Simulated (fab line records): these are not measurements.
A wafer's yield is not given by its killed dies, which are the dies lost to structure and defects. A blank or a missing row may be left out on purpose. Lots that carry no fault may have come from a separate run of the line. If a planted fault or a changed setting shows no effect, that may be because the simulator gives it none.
Chamber matching || flow berkeley_cmos170 || rie_si-01 running UCB170_GATE_ETCH_15: 3 sister chambers
The step etches poly-Si in HBr/Cl2, stops on SiO2, time 56.3 s, target depth 278.2 nm. 3 wafers are shown with their chamber, then 5 later ones without.

== WAFERS, EACH WITH ITS CHAMBER ==
{"wafer": "L842.3", "chamber": 3, "drypump_motor_current_A (A)": 6.0}
{"wafer": "L843.1", "chamber": 1, "drypump_motor_current_A (A)": 6.8}
{"wafer": "L843.3", "chamber": 0, "drypump_motor_current_A (A)": 6.7}

== WAFERS WITH NO CHAMBER GIVEN ==
{"wafer": "L843.6", "drypump_motor_current_A (A)": 6.8}
{"wafer": "L852.1", "drypump_motor_current_A (A)": 6.7}
{"wafer": "L852.4", "drypump_motor_current_A (A)": 5.9}
{"wafer": "L849.2", "drypump_motor_current_A (A)": 6.8}
{"wafer": "L849.3", "drypump_motor_current_A (A)": 6.6}

== EACH ONE'S CHAMBER ==
{"wafer": "L843.6", "from the rows above": "can't be placed: 1 or 0", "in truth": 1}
{"wafer": "L852.1", "from the rows above": "can't be placed: 0 or 1", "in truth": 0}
{"wafer": "L852.4", "from the rows above": 3, "in truth": 3}
{"wafer": "L849.2", "from the rows above": "can't be placed: 1 or 0", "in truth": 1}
{"wafer": "L849.3", "from the rows above": "can't be placed: 0 or 1", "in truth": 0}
Correct placement for 1 of the 5. Unplaceable from these rows: 4, with the true chamber sitting among the candidates in 4. Placed wrongly: 0.
How it was worked out, from the rows above alone: a wafer's distance from a chamber is the root of the sum, over the readings, of the square of ((its reading less the chamber's mean) divided by the reading's scatter). If the next closest chamber is less than 2 further off than the closest, the wafer can't be placed; otherwise it belongs to the closest. A chamber's mean is the mean of its shown wafers. The scatter: with one shown wafer a chamber, the root of the mean of the squares of how far each hidden wafer lies from its nearest shown one.
